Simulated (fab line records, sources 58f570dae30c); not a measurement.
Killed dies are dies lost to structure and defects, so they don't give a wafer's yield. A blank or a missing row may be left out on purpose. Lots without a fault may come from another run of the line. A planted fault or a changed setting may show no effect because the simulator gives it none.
One fault seen from 2 desks | flow berkeley_cmos170 | each desk has only its own numbers; what lay behind them comes last

THE METROLOGY DESK
What the gauges read, lot by lot, whatever tool the lot ran on: means of the sampled wafers that have a number. A lot is out of limits, marked OUT, if its mean lies more than 4 standard deviations from the usual mean; the brackets give that distance.
Columns: A = ACTIVE_NITRIDE_THK at UCB170_ACTIVE_THK_MEAS_06, usual 219.2 nm; B = GATE_OXIDE_THK at UCB170_GATE_THK_MEAS_02, usual 6.61 nm; C = cd_nm at UCB170_PSD_CD_MEAS_06, usual 1199.9 nm
lot  | first seen here | A     | B    | C
L477 | day 5 02:07     | 220.6 | 6.21 | 1197.7
L478 | day 5 02:07     | 223.0 | 6.57 | 1202.1
L482 | day 6 01:50     | 219.6 | 6.62 | 1199.5
L480 | day 6 01:50     | 215.5 | 6.61 | 1200.9
L481 | day 6 01:52     | 219.6 | 6.63 | 1200.7
L483 | day 6 01:54     | 214.9 | 6.67 | 1199.7
L487 | day 6 21:50     | 218.9 | 6.71 | 1198.5
L486 | day 6 21:55     | 218.4 | 6.59 | 1199.9
L489 | day 6 21:55     | 218.7 | 6.45 | 1201.0
L493 | day 8 05:29     | 221.3 | 6.53 | 1202.8
L497 | day 8 18:18     | 219.6 | 6.67 | 1199.1
L498 | day 9 01:53     | 220.3 | 6.62 | 1199.5
L500 | day 9 21:37     | 216.9 | 6.52 | 1198.1
This desk's finding: nothing out of limits on any of the 13 lots.

THE TOOL OWNER'S DESK: rie_diel-04
The tool's own readings at UCB170_ACTIVE_ETCH_15 (etches Si3N4 in CH3F/Ar/O2, stops on SiO2, target depth 242 nm, time 151 s): means of the sampled wafers that have a number, for each lot that ran on this tool. A lot is out of limits, marked OUT, if its mean lies more than 4 standard deviations from the usual mean; the brackets give that distance.
Columns: A = chamber_pressure_mTorr at UCB170_ACTIVE_ETCH_15, usual 50.00 mTorr; B = drypump_motor_current_A at UCB170_ACTIVE_ETCH_15, usual 5.8 A; C = oes_product_au at UCB170_ACTIVE_ETCH_15, usual 0.941 a.u.; D = throttle_valve_pct at UCB170_ACTIVE_ETCH_15, usual 8.04 %
lot  | first seen here | A     | B   | C     | D
L477 | day 5 03:19     | 49.98 | 5.8 | 0.940 | 8.02
L481 | day 6 03:22     | 49.99 | 5.5 | 0.952 | 8.05
L493 | day 8 06:32     | 49.98 | 5.7 | 0.934 | 8.00
L498 | day 9 03:46     | 50.00 | 6.2 | 0.953 | 8.07
This desk's finding: nothing out of limits on any of the 4 lots.

PUT TOGETHER
The metrology desk saw nothing out of limits.
The tool owner's desk saw nothing out of limits.

WHAT THE SIMULATOR HAD PUT IN
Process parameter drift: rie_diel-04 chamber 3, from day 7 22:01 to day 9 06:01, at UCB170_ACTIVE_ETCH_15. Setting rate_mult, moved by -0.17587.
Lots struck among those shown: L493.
